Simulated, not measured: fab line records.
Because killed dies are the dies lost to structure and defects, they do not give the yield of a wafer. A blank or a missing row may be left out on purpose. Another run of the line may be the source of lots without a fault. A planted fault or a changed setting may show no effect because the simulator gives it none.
fab line records -- flow rit-cmos
record lots=15, wafers=45, last-day=7
route steps=202 shown ACTIVE@15
lots that met no fault: from a run of the same line without faults
start-h: start of the lot's first displayed wafer, in hours after the record's first day -- wait-h: time in hours since the lot's previous step -- " unchanged from the row above -- L1.1+2: one row covering several wafers at once -- - no value, or no start given -- * or withheld: withheld -- < > ~ a bound
route shown NAME@n: NAME is a module with steps in the file, n the number in the route of the first one -- usual: mean/standard deviation taken from wafers without a fault -- same: alike in all rows -- chamber/n: place in a boat -- sites: readings site by site -- _std_site: their standard deviation -- _edge_site: inner sites' mean taken away from outer sites' mean -- radius-mm: how far each site lies from the wafer's centre -- mask NAME#n: copy n -- behind: the tool/chamber that last shaped the wafer -- hold: what put the lot on hold/how long, in hours/how the hold closed -- device: the transistor (n, p or np) that didn't switch -- end of line: the route-end tests of the same wafers -- step lacking rows: just its recipe -- killed: at the first sort, the dies lost to defects and structure; wafer yield is something else -- map: a wafer's dies, marking killed ones x, the rest . and places with no die _
set.NAME: the setting that was run; set.NAME@STEP: the one run at that earlier step -- model.NAME: the simulator's own value behind a step, which no gauge read
the route's steps for a sample of lots (tables are steps, rows are wafers)
services: from which hour (start-h, from the record's first day; less than 0 if before it) a tool's chamber was out of use, for how many hours, and why
## steps
# step RIT_ACTIVE_STRIP_14
# recipe chemistry=O2, time-s=180, resist=NOVOLAK, platen-temp-c=withheld, power-w=500, pressure-mtorr=4000, o2-flow-sccm=4000
# usual chamber-pressure-mTorr=4001/3.3, drypump-motor-current-A=5.6/0.37
lot.wafer,tool,chamber,start-h,wait-h,chamber-pressure-mTorr,drypump-motor-current-A,rf-hours-counter-h
L635.1,plasma-asher-04,0,17.38,0.1,4001,5.7,39
L635.2,plasma-asher-04,1,17.38,0.1,4003,5.1,39
L635.4,plasma-asher-04,1,17.38,0.1,4003,5.1,-
L636.2,plasma-asher-01,1,20.31,0.1,4003,6.1,18
L636.4,plasma-asher-01,0,20.31,0.1,3997,5.6,-
L636.6,plasma-asher-01,0,20.31,0.1,3997,5.6,-
L637.4,plasma-asher-01,1,25.70,0.1,4005,6.1,-
L637.5,plasma-asher-01,0,25.70,0.1,3999,5.6,-
L637.6,plasma-asher-01,1,25.70,0.1,3999,6.2,-
L638.1,plasma-asher-03,0,30.02,0.1,4005,6.0,38
L638.4,plasma-asher-03,1,30.02,0.1,4006,5.2,-
L638.6,plasma-asher-03,1,30.02,0.1,4001,5.2,-
L639.1,plasma-asher-01,1,35.25,0.1,4006,6.1,20
L639.3,plasma-asher-01,0,35.25,0.1,4004,5.6,-
L639.6,plasma-asher-01,0,35.25,0.1,4007,5.6,-
L641.1,plasma-asher-01,1,44.97,0.1,3997,6.1,21
L641.3,plasma-asher-01,0,44.97,0.1,3997,5.6,-
L641.5,plasma-asher-01,1,44.97,0.1,3993,6.1,-
L643.4,plasma-asher-04,0,55.51,0.1,4001,5.7,-
L643.5,plasma-asher-04,1,55.51,0.1,4002,5.1,-
L643.6,plasma-asher-04,0,55.51,0.1,4000,5.7,-
L644.3,plasma-asher-01,1,63.04,0.1,4006,6.1,-
L644.4,plasma-asher-01,0,63.04,0.1,4000,5.6,-
L644.6,plasma-asher-01,0,63.04,0.1,4002,5.6,-
L646.1,plasma-asher-04,0,69.97,0.1,4002,5.7,45
L646.3,plasma-asher-04,1,69.97,0.1,4801,5.1,-
L646.5,plasma-asher-04,1,69.97,0.1,4806,5.1,-
L647.3,plasma-asher-04,1,74.90,0.1,4801,5.1,-
L647.5,plasma-asher-04,1,74.90,0.1,4800,5.1,-
L647.6,plasma-asher-04,0,74.90,0.1,4006,5.7,-
L648.1,plasma-asher-01,1,81.88,0.1,3999,6.1,24
L648.3,plasma-asher-01,1,81.88,0.1,4004,6.1,-
L648.6,plasma-asher-01,0,81.88,0.1,4001,5.6,-
L650.1,plasma-asher-04,0,90.77,0.1,4006,5.7,47
L650.2,plasma-asher-04,1,90.77,0.1,4802,5.1,47
L650.4,plasma-asher-04,0,90.77,0.1,4003,5.7,-
L654.1,plasma-asher-03,0,109.84,0.1,4004,6.0,47
L654.3,plasma-asher-03,1,109.84,0.1,3995,5.2,-
L654.5,plasma-asher-03,1,109.84,0.1,4000,5.3,-
L655.3,plasma-asher-01,0,116.01,0.1,3994,5.6,-
L655.5,plasma-asher-01,0,116.01,0.1,4002,5.6,-
L655.6,plasma-asher-01,1,116.01,0.1,3997,6.1,-
L656.1,plasma-asher-01,1,120.90,0.1,3999,6.1,29
L656.5,plasma-asher-01,1,120.90,0.1,4000,6.2,-
L656.6,plasma-asher-01,0,120.90,0.1,4002,5.6,-
## services
tool,chamber,start-h,hours,kind
plasma-asher-04,-,108.75,9.0,pm
plasma-asher-04,0,108.75,9.0,vent-cycle
plasma-asher-04,1,108.75,9.0,vent-cycle
plasma-asher-04,0,117.75,-,clean
plasma-asher-04,1,117.75,-,clean
## key
first-sign step=RIT_ACTIVE_STRIP_14, reading=chamber-pressure-mTorr, direction=up, sigmas=99+, usual=4001, struck=4802
effect none on later readings
met-at RIT_ACTIVE_STRIP_14
struck-lots L646,L647,L650
struck-wafers L646.3,L646.5,L647.3,L647.5,L650.2
tester-left-out L646,L647,L650
onset-between 55.51 69.97
fault kind=process-parameter-drift, tool=plasma-asher-04, chamber=1, onset-h=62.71, steps=RIT_ACTIVE_STRIP_14, channel=pressure-mtorr, offset=800, shape=step, end-h=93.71, acts-in=these-recipes-only, stated=4000
# tester-left-out: of these lots the tester's yield and bins aren't shown, on N5 and GAA mostly nor the transistor test; their killed dies are dies lost to structure and defects alone, not to doping, threshold or leakage, so they don't give the yield
